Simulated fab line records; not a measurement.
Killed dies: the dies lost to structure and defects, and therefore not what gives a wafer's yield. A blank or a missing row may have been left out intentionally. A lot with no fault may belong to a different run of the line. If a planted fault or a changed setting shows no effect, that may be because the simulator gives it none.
Problem report, 8D (eight disciplines) form, completed by code + flow berkeley cmos170 + the parts of the form that need people (team, actions taken, sign-off) are left out

== 1. WHAT IS WRONG ==
Wafers without a fault read 99.99 C, standard deviation 0.12; prime temp c at UCB170_PLDD_HMDS_00 reads a mean of 99.36 C on 7 wafers belonging to 3 lots. Relative to the usual mean, that is a shift of -5.2 standard deviations.
The step: prime time 60 s.
Earliest sighting: wafer L526.2 on litho track-04 at day 8 22:14. The record has a number at this step for 43 wafers belonging to 15 lots. By rule, "out" or "out of limits" means more than 4 standard deviations away from the usual mean. The other wafers with a number count as sound.

== 2. WHAT THIS IS AND IS NOT ==
| question                    | is                     | is not                                                                                             |
|-----------------------------|------------------------|----------------------------------------------------------------------------------------------------|
| which readings at this step | prime temp c           | -                                                                                                  |
| which lots                  | L526, L528, L529       | L519, L520, L521, L522, L523, L524, L531, L532, L533, L537, L538, L541                             |
| which wafers of those lots  | all that have a number | -                                                                                                  |
| read on which tools         | litho track-04         | litho track-01, litho track-02                                                                     |
| when                        | from day 8 22:14       | up to then (18 sound wafers); but 18 sound wafers of L531, L532, L533, L537, L538, L541 came after |

== 3. THE SUSPECTS, EACH WITH WHAT RULES IT OUT ==
Counting: a tool stays on the suspect list if, at a process step up to the reading, it processed all lots that are out and no sound lot following the first of them.
- litho track-04 at UCB170_PLDD_HMDS_00 (prime time 60 s): kept. All lots that are out passed through it, beginning with L526 at day 8 22:14, and no sound lot followed; its final sound lot before that point was L523 at day 8 12:42. Its own readings are out on those wafers: prime temp c.
After counting, what remains is litho track-04 at UCB170_PLDD_HMDS_00.

== 4. THE CAUSE (what the simulator had put in) ==
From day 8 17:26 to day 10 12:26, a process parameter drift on litho track-04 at UCB170_PLDD_HMDS_00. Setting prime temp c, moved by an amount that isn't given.
Only this tool survived the counting.

== 5. THE EFFECT CHAIN, in route order ==
Each row: a reading where the mean over the struck wafers with a number is more than 3 standard deviations away from the usual. Only readings for which the record gives a usual standard deviation are gone through. hours: the time from each lot's start at the first step in this table that gives one to its start at this step, as a median over the lots. sigmas: the change in usual standard deviations.
| hours | step                | reading      | usual   | on struck wafers | change | sigmas |
|-------|---------------------|--------------|---------|------------------|--------|--------|
| 0     | UCB170_PLDD_HMDS_00 | prime temp c | 99.99 C | 99.36            | -0.63  | -5.2   |
It contains these process steps:
- UCB170_PLDD_HMDS_00: prime time 60 s.

== 6. HOW IT WOULD HAVE BEEN CAUGHT EARLIER ==
In this record no reading fell out of limits until day 8 22:14, 5 hours after the fault had begun at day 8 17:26.
